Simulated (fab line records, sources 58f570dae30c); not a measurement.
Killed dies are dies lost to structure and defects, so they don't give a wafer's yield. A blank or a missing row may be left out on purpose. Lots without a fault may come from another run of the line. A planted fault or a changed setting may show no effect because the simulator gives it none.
Which tool did it? | flow berkeley_cmos170 | 15 lots, 44 wafers sampled, at 5 steps of a route of 331

WHAT THE GAUGES READ, wafer by wafer
UCB170_V2_THK_MEAS_04.
lot  | measured     | on            | V2_POLISHED_THK (nm)
L625 | day 7 20:41  | film_metro-01 | 999.3 999.9 999.6
L626 | day 8 12:40  | film_metro-01 | 1000.4 999.0 1000.3
L627 | day 8 09:04  | film_metro-01 | 1001.5 1000.7 1002.4
L628 | day 8 08:47  | film_metro-01 | 998.4 999.9 999.2
L629 | day 8 18:18  | film_metro-02 | 998.2 999.4 1001.0
L633 | day 9 03:31  | film_metro-01 | 925.0 925.1 927.0
L632 | day 9 02:42  | film_metro-01 | 925.0 924.2
L635 | day 9 20:37  | film_metro-02 | 1000.9 999.1 1001.2
L636 | day 9 20:51  | film_metro-03 | 922.8 925.4 925.4
L642 | day 11 10:44 | film_metro-01 | 1001.5 1001.4 1001.7
L643 | day 11 10:00 | film_metro-01 | 998.5 998.8 1001.7
L645 | day 12 01:41 | film_metro-03 | 998.6 997.9 1001.1
L646 | day 12 02:01 | film_metro-02 | 1001.3 1000.1 999.9
L647 | day 12 10:04 | film_metro-01 | 999.3 999.9 999.9
L648 | day 12 18:44 | film_metro-01 | 999.2 1000.1 999.7

UCB170_M3_CD_MEAS_15: target cd 700 nm.
lot  | measured     | on        | cd_nm (nm)
L625 | day 8 04:40  | cd_sem-02 | 698.8 698.6 698.9
L626 | day 8 17:46  | cd_sem-01 | 700.9 700.0 699.3
L627 | day 8 14:28  | cd_sem-01 | 698.0 698.7 698.4
L628 | day 8 13:41  | cd_sem-01 | 699.7 700.7 700.8
L629 | day 8 22:19  | cd_sem-01 | 701.2 701.6 701.6
L633 | day 9 07:38  | cd_sem-01 | 699.6 699.6 698.4
L632 | day 9 06:38  | cd_sem-01 | 698.3 698.4
L635 | day 10 02:35 | cd_sem-02 | 701.1 700.7 700.1
L636 | day 10 03:10 | cd_sem-02 | 700.9 700.7 701.2
L642 | day 11 16:45 | cd_sem-02 | 699.3 700.8 700.4
L643 | day 11 14:32 | cd_sem-01 | 701.7 700.6 700.5
L645 | day 12 06:13 | cd_sem-01 | 701.6 701.7 702.8
L646 | day 12 06:17 | cd_sem-01 | 698.7 697.1 698.1
L647 | day 12 14:47 | cd_sem-02 | 698.0 697.2 697.4
L648 | day 13 00:25 | cd_sem-02 | 702.3 702.7 702.2

WHICH TOOL RAN EACH LOT (tool, then ch and the chambers of the sampled wafers, then the start)
lot  | UCB170_ZERO_STRIP_07                | UCB170_PFIELD_STRIP_08              | UCB170_V2_CMP_02
L625 | plasma_asher-04 ch 0,1, day 1 19:14 | plasma_asher-01 ch 0, day 4 16:58   | cmp-02 ch 1,3, day 7 20:19
L626 | plasma_asher-02 ch 0,1, day 2 02:40 | plasma_asher-02 ch 0,1, day 5 04:34 | cmp-02 ch 0,3, day 8 12:16
L627 | plasma_asher-01 ch 0,1, day 2 07:10 | plasma_asher-01 ch 0,1, day 5 04:58 | cmp-01 ch 2,3, day 8 08:38
L628 | plasma_asher-02 ch 0,1, day 2 11:38 | plasma_asher-04 ch 0,1, day 5 04:44 | cmp-01 ch 1,2, day 8 08:20
L629 | plasma_asher-04 ch 0,1, day 2 16:18 | plasma_asher-01 ch 0,1, day 5 14:04 | cmp-01 ch 1,2, day 8 17:55
L633 | plasma_asher-02 ch 0,1, day 3 11:26 | plasma_asher-01 ch 0, day 5 19:26   | cmp-01 ch 2,3, day 9 03:05
L632 | plasma_asher-04 ch 0, day 3 11:58   | plasma_asher-01 ch 0, day 5 19:52   | cmp-01 ch 0,1, day 9 02:25
L635 | plasma_asher-02 ch 0, day 3 22:53   | plasma_asher-04 ch 0,1, day 6 14:40 | cmp-02 ch 0,1,3, day 9 20:11
L636 | plasma_asher-04 ch 0,1, day 4 00:39 | plasma_asher-02 ch 0,1, day 6 13:18 | cmp-01 ch 1,2, day 9 20:24
L642 | plasma_asher-04 ch 0,1, day 5 08:01 | plasma_asher-02 ch 0,1, day 7 21:34 | cmp-02 ch 1,2, day 11 10:18
L643 | plasma_asher-01 ch 1, day 5 14:28   | plasma_asher-04 ch 0,1, day 8 02:02 | cmp-02 ch 0,3, day 11 09:34
L645 | plasma_asher-01 ch 0,1, day 5 23:23 | plasma_asher-02 ch 0,1, day 8 17:13 | cmp-01 ch 0,1, day 12 01:14
L646 | plasma_asher-04 ch 0,1, day 6 05:31 | plasma_asher-04 ch 0, day 8 16:57   | cmp-02 ch 1,2, day 12 01:36
L647 | plasma_asher-02 ch 0,1, day 6 10:30 | plasma_asher-04 ch 0,1, day 9 05:35 | cmp-02 ch 2,3, day 12 09:38
L648 | plasma_asher-01 ch 0,1, day 6 14:14 | plasma_asher-02 ch 0,1, day 9 13:00 | cmp-01 ch 1,2,3, day 12 18:19
- UCB170_ZERO_STRIP_07: strips in O2.
- UCB170_PFIELD_STRIP_08: strips in O2.
- UCB170_V2_CMP_02: polishes SiO2.

WHAT THE TOOLS THEMSELVES READ (means of the sampled wafers that have a number; where no wafer has one, the mark that the record gives instead)
UCB170_ZERO_STRIP_07.
lot  | tool            | drypump_motor_current_A (A) | oes_product_au (a.u.) | strip_time_to_endpoint_s (s)
L625 | plasma_asher-04 | 5.42                        | 0.727                 | 21.43
L626 | plasma_asher-02 | 5.56                        | 0.729                 | 21.42
L627 | plasma_asher-01 | 5.49                        | 0.728                 | 21.47
L628 | plasma_asher-02 | 5.52                        | 0.723                 | 21.50
L629 | plasma_asher-04 | 5.52                        | 0.724                 | 21.47
L633 | plasma_asher-02 | 5.55                        | 0.733                 | 21.49
L632 | plasma_asher-04 | 5.37                        | 0.726                 | 21.40
L635 | plasma_asher-02 | 5.61                        | 0.729                 | 21.53
L636 | plasma_asher-04 | 5.51                        | 0.729                 | 21.52
L642 | plasma_asher-04 | 5.48                        | 0.724                 | 21.51
L643 | plasma_asher-01 | 5.53                        | 0.730                 | 21.58
L645 | plasma_asher-01 | 5.46                        | 0.724                 | 21.44
L646 | plasma_asher-04 | 5.43                        | 0.731                 | 21.44
L647 | plasma_asher-02 | 5.52                        | 0.725                 | 21.48
L648 | plasma_asher-01 | 5.44                        | 0.728                 | 21.56

UCB170_PFIELD_STRIP_08.
lot  | tool            | drypump_motor_current_A (A) | oes_product_au (a.u.) | strip_time_to_endpoint_s (s)
L625 | plasma_asher-01 | 5.40                        | 0.741                 | 21.68
L626 | plasma_asher-02 | 5.58                        | 0.737                 | 21.63
L627 | plasma_asher-01 | 5.50                        | 0.736                 | 21.70
L628 | plasma_asher-04 | 5.50                        | 0.739                 | 21.60
L629 | plasma_asher-01 | 5.50                        | 0.735                 | 21.69
L633 | plasma_asher-01 | 5.39                        | 0.733                 | 21.69
L632 | plasma_asher-01 | 5.39                        | 0.739                 | 21.66
L635 | plasma_asher-04 | 5.49                        | 0.731                 | 21.71
L636 | plasma_asher-02 | 5.56                        | 0.738                 | 21.64
L642 | plasma_asher-02 | 5.57                        | 0.737                 | 21.62
L643 | plasma_asher-04 | 5.52                        | 0.727                 | 21.67
L645 | plasma_asher-02 | 5.57                        | 0.735                 | 21.54
L646 | plasma_asher-04 | 5.34                        | 0.729                 | 21.63
L647 | plasma_asher-04 | 5.41                        | 0.734                 | 21.63
L648 | plasma_asher-02 | 5.56                        | 0.733                 | 21.63

UCB170_V2_CMP_02.
lot  | tool   | motor_current_A (A)
L625 | cmp-02 | 13.5
L626 | cmp-02 | 13.8
L627 | cmp-01 | 17.3
L628 | cmp-01 | 16.9
L629 | cmp-01 | 17.6
L633 | cmp-01 | 17.6
L632 | cmp-01 | 16.1
L635 | cmp-02 | 14.1
L636 | cmp-01 | 16.9
L642 | cmp-02 | 14.9
L643 | cmp-02 | 13.5
L645 | cmp-01 | 15.8
L646 | cmp-02 | 15.5
L647 | cmp-02 | 15.6
L648 | cmp-01 | 17.2

THE ANSWER, worked out from the rows above alone
Rule: what is usual is taken from the lots themselves. Put in order of their means at a reading, lots are off if they are a third of the lots or fewer, leave a main group of 4 or more, and stand apart from it by a gap of 3 or more times the standard deviation of the main group's means; of several such gaps the widest counts. A main group whose means are all the same, to the digits that the tables above print for the reading, isn't used. A lot without any number at a reading at which 4 lots or more have one is off too. The other lots that the step has rows for count as sound. The gauges are gone through in route order, then the tools' own readings, and for those a lot's mean is taken as printed above. The first step at which some lot is off is used, and at that step the reading that is off furthest; a lot without a number counts as furthest.
Off: L633, L632, L636, at UCB170_V2_THK_MEAS_04 (V2_POLISHED_THK). The main group: mean 1000.0 nm, standard deviation 0.77.
A tool fits if, at a process step before that reading, it ran every lot that is off, and no sound lot after the first of them. The gauges at UCB170_V2_THK_MEAS_04 are tried like those tools. None of those tried fits.

WHAT THE SIMULATOR HAD PUT IN
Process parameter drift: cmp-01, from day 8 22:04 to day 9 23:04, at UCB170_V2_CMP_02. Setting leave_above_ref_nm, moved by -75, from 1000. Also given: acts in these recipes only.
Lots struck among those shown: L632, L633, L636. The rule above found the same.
